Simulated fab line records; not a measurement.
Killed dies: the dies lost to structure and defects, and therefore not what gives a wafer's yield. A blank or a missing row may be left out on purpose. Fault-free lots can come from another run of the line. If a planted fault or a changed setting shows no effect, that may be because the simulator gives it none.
fab line records	flow rit-cmos
record lots=14	wafers=42	last-day=8
route steps=202 shown ACTIVE@15 PRETRO@72 NLDD@113 CONTACT@177 M1@202
lots with no fault: from the same line, run without faults
start-h: hours from the record's first day to the start of the lot's first wafer shown	wait-h: hours elapsed since this lot's preceding step	" as in the row above	L1.1+2: several wafers, shown together as one row	- either no value or no given start	* or withheld: withheld	< > ~ a bound
route shown NAME@n: a module of which the file shows steps, and the number in the route of the first	usual: the fault-free wafers' mean and standard deviation	same: alike in all rows	chamber/n: place in a boat	sites: each site's reading	_std_site: the standard deviation of these	_edge_site: the outer-site mean with the inner-site mean subtracted	radius-mm: for every site, how far away it sits from the centre of the wafer	mask NAME#n: copy n	behind: the tool/chamber that last shaped the wafer	hold: cause of the lot's hold/its duration in hours/its outcome	device: transistor that didn't switch, given as n, p or np	end of line: the route-end tests of the same wafers	where a step has no rows: the recipe by itself	killed: count of dies lost to structure and defects at first sort (not the wafer's yield)	map: per-die view of a wafer (x killed, . not killed, _ where there is no die)
set.NAME: the setting that was run; set.NAME@STEP: the one run at that earlier step	model.NAME: the simulator's own value behind a step, which no gauge read
one table for each step of the route and one row for each wafer, over a sample of lots
services: when a tool's chamber went out of use (start-h, in hours from the record's first day, below 0 if earlier), for how many hours, and the reason
## steps
# step RIT_ACTIVE_STRIP_14
# recipe chemistry=O2	time-s=180	resist=NOVOLAK	platen-temp-c=withheld	power-w=500	pressure-mtorr=4000	o2-flow-sccm=4000
# usual drypump-motor-current-A=6.0/0.42
lot.wafer	tool	chamber	start-h	wait-h	drypump-motor-current-A	rf-hours-counter-h
L571.2	plasma-asher-02	0	19.84	0.1	6.2	37
L571.3	"	0	"	"	6.2	-
L571.6	"	1	"	"	5.5	-
L572.1	plasma-asher-02	1	25.06	0.1	5.5	38
L572.2	"	0	"	"	6.2	38
L572.6	"	0	"	"	6.2	-
L573.2	plasma-asher-02	1	30.04	0.1	5.5	38
L573.3	"	0	"	"	6.2	-
L573.5	"	1	"	"	5.5	-
L574.1	plasma-asher-01	0	36.59	0.1	6.5	23
L574.4	"	0	"	"	6.5	-
L574.5	"	1	"	"	6.0	-
L575.1	plasma-asher-02	0	39.84	0.1	6.2	39
L575.3	"	1	"	"	5.5	-
L575.6	"	1	"	"	5.5	-
L576.1	plasma-asher-02	1	44.97	0.1	5.5	40
L576.3	"	0	"	"	6.2	-
L576.4	"	1	"	"	5.5	-
L577.1	plasma-asher-03	1	49.97	0.1	6.4	40
L577.4	"	1	"	"	6.4	-
L577.6	"	0	"	"	5.4	-
L579.2	plasma-asher-03	0	61.53	0.1	5.4	41
L579.3	"	1	"	"	6.4	-
L579.4	"	0	"	"	5.4	-
L580.1	plasma-asher-01	1	64.84	0.1	6.0	26
L580.2	"	0	"	"	6.5	26
L580.3	"	1	"	"	6.0	-
L581.1	plasma-asher-02	0	69.97	0.1	6.2	42
L581.3	"	0	"	"	6.2	-
L581.5	"	1	"	"	5.5	-
L586.1	plasma-asher-02	0	96.04	0.1	6.2	45
L586.2	"	1	"	"	5.5	45
L586.5	"	1	"	"	5.5	-
L589.1	plasma-asher-01	0	110.93	0.1	6.5	31
L589.2	"	1	"	"	6.0	31
L589.4	"	0	"	"	6.5	-
L591.1	plasma-asher-01	0	120.84	0.1	6.5	32
L591.4	"	1	"	"	6.0	-
L591.5	"	1	"	"	6.0	-
L593.1	plasma-asher-03	0	135.13	0.1	5.4	2
L593.2	"	1	"	"	6.4	2
L593.6	"	0	"	"	5.4	-
# step RIT_PRETRO_IMPLANT_08
# recipe species=B	energy-kev=45	dose-cm2=1.2e+13	tilt-deg=7
# usual beam-energy-keV=45.002/0.013	beam-on-s=10.03/0.2
lot.wafer	tool	chamber	start-h	wait-h	beam-energy-keV	beam-on-s
L571.2	implanter-03	0	36.05	0.2	45.006	9.94
L571.3	"	0	"	"	45.018	9.81
L571.6	"	0	"	"	45.027	9.88
L572.1	implanter-03	0	41.72	0.2	45.022	10.14
L572.2	"	0	"	"	44.992	10.12
L572.6	"	0	"	"	45.008	10.02
L573.2	implanter-04	0	46.88	0.2	44.991	10.04
L573.3	"	0	"	"	45.007	10.08
L573.5	"	0	"	"	44.990	10.00
L574.1	implanter-01	0	54.02	0.2	45.015	9.70
L574.4	"	0	"	"	45.023	10.00
L574.5	"	0	"	"	45.013	10.04
L575.1	implanter-04	0	56.10	0.2	44.996	9.77
L575.3	"	0	"	"	44.972	9.99
L575.6	"	0	"	"	44.974	10.06
L576.1	implanter-03	0	62.44	0.2	45.013	9.88
L576.3	"	0	"	"	45.011	10.22
L576.4	"	0	"	"	44.983	10.14
L577.1	implanter-03	0	66.40	0.2	44.998	10.09
L577.4	"	0	"	"	44.998	10.02
L577.6	"	0	"	"	44.977	9.71
L579.2	implanter-03	0	78.94	0.2	44.998	9.86
L579.3	"	0	"	"	44.996	9.96
L579.4	"	0	"	"	45.020	10.36
L580.1	implanter-03	0	81.59	0.2	45.008	9.58
L580.2	"	0	"	"	45.020	10.10
L580.3	"	0	"	"	44.988	9.90
L581.1	implanter-04	0	86.29	0.2	45.008	10.22
L581.3	"	0	"	"	45.007	9.97
L581.5	"	0	"	"	45.001	10.03
L586.1	implanter-04	0	113.91	0.2	29.234	10.00
L586.2	"	0	"	"	29.246	10.06
L586.5	"	0	"	"	29.222	9.83
L589.1	implanter-04	0	129.86	0.2	29.254	10.11
L589.2	"	0	"	"	29.230	10.24
L589.4	"	0	"	"	29.272	10.35
L591.1	implanter-03	0	143.73	0.2	44.996	9.97
L591.4	"	0	"	"	45.014	10.06
L591.5	"	0	"	"	45.000	9.76
L593.1	implanter-03	0	156.53	0.2	44.991	10.21
L593.2	"	0	"	"	44.993	10.13
L593.6	"	0	"	"	45.010	9.82
# step RIT_PRETRO_TW_MEAS_10
# usual PRETRO_TW=471/4.9
lot.wafer	tool	chamber	start-h	wait-h	hold	PRETRO_TW
L571.2	film-metro-02	-	36.36	0.1	-	473
L571.3	"	-	"	"	-	476
L571.6	"	-	"	"	-	475
L572.1	film-metro-03	-	42.04	0.1	-	466
L572.2	"	-	"	"	-	466
L572.6	"	-	"	"	-	467
L573.2	film-metro-04	-	47.19	0.1	-	476
L573.3	"	-	"	"	-	476
L573.5	"	-	"	"	-	474
L574.1	film-metro-04	-	54.34	0.1	-	474
L574.4	"	-	"	"	-	474
L574.5	"	-	"	"	-	473
L575.1	film-metro-03	-	56.42	0.1	-	469
L575.3	"	-	"	"	-	468
L575.6	"	-	"	"	-	467
L576.1	film-metro-02	-	62.77	0.1	-	477
L576.3	"	-	"	"	-	476
L576.4	"	-	"	"	-	474
L577.1	film-metro-02	-	66.72	0.1	-	476
L577.4	"	-	"	"	-	474
L577.6	"	-	"	"	-	473
L579.2	film-metro-03	-	79.25	0.1	-	465
L579.3	"	-	"	"	-	464
L579.4	"	-	"	"	-	467
L580.1	film-metro-02	-	81.92	0.1	-	477
L580.2	"	-	"	"	-	477
L580.3	"	-	"	"	-	477
L581.1	film-metro-04	-	86.61	0.1	-	475
L581.3	"	-	"	"	-	476
L581.5	"	-	"	"	-	475
L586.1	film-metro-04	-	114.24	0.1	await-dispo/0.2h/release	440
L586.2	"	-	"	"	await-dispo/0.2h/release	442
L586.5	"	-	"	"	await-dispo/0.2h/release	440
L586.1	film-metro-04	-	114.46	0.2	-	441
L586.2	"	-	"	"	-	442
L586.5	"	-	"	"	-	441
L589.1	film-metro-03	-	130.19	0.1	await-dispo/0.2h/release	430
L589.2	"	-	"	"	await-dispo/0.2h/release	430
L589.4	"	-	"	"	await-dispo/0.2h/release	427
L589.1	film-metro-03	-	130.41	0.2	-	431
L589.2	"	-	"	"	-	432
L589.4	"	-	"	"	-	429
L591.1	film-metro-03	-	144.05	0.1	-	468
L591.4	"	-	"	"	-	468
L591.5	"	-	"	"	-	467
L593.1	film-metro-03	-	156.85	0.1	-	467
L593.2	"	-	"	"	-	467
L593.6	"	-	"	"	-	466
# step RIT_NLDD_TW_MEAS_10
# usual NLDD_TW=2489/11
lot.wafer	tool	chamber	start-h	wait-h	NLDD_TW
L571.2	film-metro-04	-	47.71	0.1	2471
L571.3	"	-	"	"	2473
L571.6	"	-	"	"	2461
L572.1	film-metro-02	-	53.01	0.1	2491
L572.2	"	-	"	"	2482
L572.6	"	-	"	"	2498
L573.2	film-metro-01	-	57.23	0.1	2489
L573.3	"	-	"	"	2483
L573.5	"	-	"	"	2472
L574.1	film-metro-01	-	64.76	0.1	2480
L574.4	"	-	"	"	2476
L574.5	"	-	"	"	2500
L575.1	film-metro-01	-	68.04	0.1	2489
L575.3	"	-	"	"	2486
L575.6	"	-	"	"	2489
L576.1	film-metro-01	-	72.57	0.1	2492
L576.3	"	-	"	"	2499
L576.4	"	-	"	"	2498
L577.1	film-metro-02	-	76.49	0.1	2488
L577.4	"	-	"	"	2484
L577.6	"	-	"	"	2501
L579.2	film-metro-02	-	89.12	0.1	2501
L579.3	"	-	"	"	2484
L579.4	"	-	"	"	2494
L580.1	film-metro-01	-	92.61	0.1	2486
L580.2	"	-	"	"	2485
L580.3	"	-	"	"	2501
L581.1	film-metro-02	-	97.09	0.1	2477
L581.3	"	-	"	"	2484
L581.5	"	-	"	"	2486
L586.1	film-metro-02	-	128.04	0.1	2487
L586.2	"	-	"	"	2476
L586.5	"	-	"	"	2477
L589.1	film-metro-04	-	152.58	0.2	2479
L589.2	"	-	"	"	2510
L589.4	"	-	"	"	2494
L591.1	film-metro-01	-	157.46	0.1	2489
L591.4	"	-	"	"	2487
L591.5	"	-	"	"	2474
L593.1	film-metro-04	-	170.83	0.1	2484
L593.2	"	-	"	"	2480
L593.6	"	-	"	"	2491
# step RIT_CONTACT_OVL_MEAS_09
# usual CONTACT_OVL=0.1/1.4
lot.wafer	tool	chamber	start-h	wait-h	CONTACT_OVL[nm]
L571.2	overlay-01	-	58.76	0.1	0.2
L571.3	"	-	"	"	2.3
L571.6	"	-	"	"	1.5
L572.1	overlay-01	-	65.74	0.1	-0.1
L572.2	"	-	"	"	-1.0
L572.6	"	-	"	"	-2.7
L573.2	overlay-02	-	67.44	0.1	2.4
L573.3	"	-	"	"	0.5
L573.5	"	-	"	"	0.9
L574.1	overlay-02	-	74.87	0.1	0.9
L574.4	"	-	"	"	2.2
L574.5	"	-	"	"	3.6
L575.1	overlay-01	-	77.83	0.1	0.9
L575.3	"	-	"	"	1.1
L575.6	"	-	"	"	-1.1
L576.1	overlay-02	-	82.74	0.1	-2.3
L576.3	"	-	"	"	-2.3
L576.4	"	-	"	"	-1.5
L577.1	overlay-01	-	86.39	0.1	0.1
L577.4	"	-	"	"	-0.8
L577.6	"	-	"	"	-0.8
L579.2	overlay-01	-	99.77	0.1	0.2
L579.3	"	-	"	"	0.0
L579.4	"	-	"	"	1.5
L580.1	overlay-02	-	103.19	0.1	0.3
L580.2	"	-	"	"	-0.8
L580.3	"	-	"	"	0.3
L581.1	overlay-02	-	107.03	0.1	-0.5
L581.3	"	-	"	"	0.2
L581.5	"	-	"	"	-0.1
L586.1	overlay-01	-	139.38	0.1	-0.7
L586.2	"	-	"	"	-0.5
L586.5	"	-	"	"	-1.0
L589.1	overlay-01	-	162.90	0.1	-1.6
L589.2	"	-	"	"	-0.3
L589.4	"	-	"	"	-1.1
L591.1	overlay-01	-	167.57	0.1	2.6
L591.4	"	-	"	"	1.5
L591.5	"	-	"	"	1.6
L593.1	overlay-01	-	181.62	0.1	1.3
L593.2	"	-	"	"	-0.8
L593.6	"	-	"	"	1.1
# step RIT_M1_PROBE_99
# usual killed_at_M0_to_M3=0.0/0.14	killed-at-contacts=0.0/0.25	killed-at-front-end=6.6/2.7	killed-dies=6.7/2.7	killed-open=3.3/1.9	killed-short=3.4/1.9
# same gross-dies=264	killed_at_M4_up=0	killed-at-back-side=0	killed-at-other=0
lot.wafer	tool	chamber	start-h	wait-h	killed_at_M0_to_M3	killed-at-contacts	killed-at-front-end	killed-dies	killed-open	killed-short
L576.1	prober-01	-	88.67	0.1	0	0	4	4	3	1
L576.3	prober-01	-	88.77	0.2	0	0	5	5	3	2
L576.4	prober-01	-	88.82	0.2	0	0	6	6	2	4
L580.1	prober-01	-	110.84	0.1	0	0	5	5	2	3
L580.2	prober-01	-	110.89	0.1	0	0	2	2	1	1
L580.3	prober-01	-	110.94	0.2	0	0	11	11	7	4
L586.1	prober-01	-	146.02	0.1	0	0	7	7	4	3
L586.2	prober-01	-	146.07	0.1	0	0	3	3	1	2
L586.5	prober-01	-	146.22	0.2	0	0	2	2	1	1
L589.1	prober-02	-	167.97	0.1	0	0	7	7	5	2
L589.2	prober-02	-	168.02	0.1	0	0	13	13	3	10
L589.4	prober-02	-	168.12	0.2	0	0	5	5	3	2
L591.1	prober-01	-	173.52	0.1	0	0	4	4	1	3
L591.4	prober-01	-	173.67	0.2	0	0	3	3	1	2
L591.5	prober-01	-	173.72	0.2	0	0	9	9	5	4
L593.1	prober-02	-	187.59	0.1	0	0	7	7	3	4
L593.2	prober-02	-	187.64	0.1	0	0	12	12	5	7
L593.6	prober-02	-	187.84	0.2	0	0	8	8	4	4
# killed by level:class
L576.1 FOX2:geometric-particle:open=1 GATE:geometric-particle:open=1 SPACER:geometric-particle:open=1 SPACER:geometric-particle:short=1
L576.3 SPACER:geometric-particle:open=2 GATE:geometric-particle:short=1 GATE:geometric-particle:open=1 SILICIDE:geometric-particle:short=1
L576.4 GATE:geometric-particle:short=2 GATE:geometric-particle:open=1 REOX:geometric-particle:short=1 SPACER:geometric-particle:open=1 SPACER:geometric-particle:short=1
L580.1 GATE:geometric-particle:short=2 FOX1:geometric-particle:short=1 FOX1:geometric-particle:open=1 GATE:geometric-particle:open=1
L580.2 FOX1:geometric-particle:open=1 GATE:geometric-particle:short=1
L580.3 GATE:geometric-particle:short=3 GATE:geometric-particle:open=3 SILICIDE:geometric-particle:open=2 FOX1:geometric-particle:open=1 SPACER:geometric-particle:open=1 SILICIDE:geometric-particle:short=1
L586.1 GATE:geometric-particle:open=4 FOX2:geometric-particle:short=1 GATE:geometric-particle:short=1 SILICIDE:geometric-particle:short=1
L586.2 FOX2:geometric-particle:short=1 GATE:geometric-particle:open=1 REOX:geometric-particle:short=1
L586.5 REOX:geometric-particle:short=1 REOX:geometric-particle:open=1
L589.1 SPACER:geometric-particle:open=2 FOX1:geometric-particle:open=1 FOX2:geometric-particle:short=1 GATE:geometric-particle:open=1 SILICIDE:geometric-particle:short=1 SILICIDE:geometric-particle:open=1
L589.2 REOX:geometric-particle:short=4 FOX1:geometric-particle:short=2 FOX1:geometric-particle:open=2 GATE:geometric-particle:short=2 FOX2:geometric-particle:short=1 REOX:geometric-particle:open=1 SILICIDE:geometric-particle:short=1
L589.4 REOX:geometric-particle:open=2 FOX1:geometric-particle:short=1 GATE:geometric-particle:open=1 GATE:geometric-particle:short=1
L591.1 GATE:geometric-particle:short=1 REOX:geometric-particle:open=1 REOX:geometric-particle:short=1 SILICIDE:geometric-particle:short=1
L591.4 REOX:geometric-particle:open=1 SPACER:geometric-particle:short=1 SILICIDE:geometric-particle:short=1
L591.5 FOX2:geometric-particle:open=3 SPACER:geometric-particle:short=3 FOX1:geometric-particle:open=1 GATE:geometric-particle:short=1 GATE:geometric-particle:open=1
L593.1 GATE:geometric-particle:short=2 REOX:geometric-particle:short=2 FOX2:geometric-particle:open=1 REOX:geometric-particle:open=1 SPACER:geometric-particle:open=1
L593.2 FOX2:geometric-particle:open=2 GATE:geometric-particle:short=2 SPACER:geometric-particle:short=2 FOX1:geometric-particle:short=1 FOX2:geometric-particle:short=1 GATE:geometric-particle:open=1 SPACER:geometric-particle:open=1 SILICIDE:geometric-particle:open=1
L593.6 FOX2:geometric-particle:open=2 GATE:geometric-particle:open=2 FOX1:geometric-particle:short=1 FOX2:geometric-particle:short=1 GATE:geometric-particle:short=1 SPACER:geometric-particle:short=1
## services
tool	chamber	start-h	hours	kind
implanter-04	-	-1.10	24.3	pm
implanter-03	-	0.88	2.3	pm
plasma-asher-01	-	18.18	1.8	repair
plasma-asher-01	-	19.20	6.0	repair
plasma-asher-02	-	43.78	0.9	repair
plasma-asher-03	-	56.69	2.8	pm
implanter-03	-	57.48	2.4	pm
implanter-03	-	91.23	1.7	repair
implanter-04	-	106.25	4.0	repair
plasma-asher-03	-	108.75	9.0	pm
plasma-asher-03	0	108.75	9.0	vent-cycle
plasma-asher-03	1	108.75	9.0	vent-cycle
implanter-01	-	110.63	8.1	repair
plasma-asher-03	0	117.75	-	clean
plasma-asher-03	1	117.75	-	clean
implanter-04	-	132.64	3.3	pm
plasma-asher-03	-	142.18	0.6	repair
## key
first-sign step=RIT_PRETRO_IMPLANT_08	reading=beam-energy-keV	direction=down	sigmas=99+	usual=45.002	struck=29.243
effect step=RIT_PRETRO_TW_MEAS_10	reading=visit	direction=added
effect step=RIT_PRETRO_TW_MEAS_10	reading=PRETRO_TW	direction=down	sigmas=7.4	usual=471	struck=435
met-at RIT_PRETRO_IMPLANT_08
struck-lots L586,L589
tester-left-out L586,L589
loop-trim step=RIT_M1_EXPOSE_06	setting=dose	lots=L586,L589
not-acting-at RIT_ACTIVE_STRIP_14,RIT_NLDD_TW_MEAS_10,RIT_CONTACT_OVL_MEAS_09
onset-between 86.29 113.91
fault kind=process-parameter-drift	tool=implanter-04	chamber=-	onset-h=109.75	steps=RIT_PRETRO_IMPLANT_08	channel=energy-kev	offset=-15.75	shape=step	end-h=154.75	acts-in=these-recipes-only	stated=45
# tester-left-out: of these lots the tester's yield and bins aren't shown, on N5 and GAA mostly nor the transistor test; their killed dies are dies lost to structure and defects alone, not to doping, threshold or leakage, so they don't give the yield
# loop-trim: a control loop set the setting to another value than it would have without faults
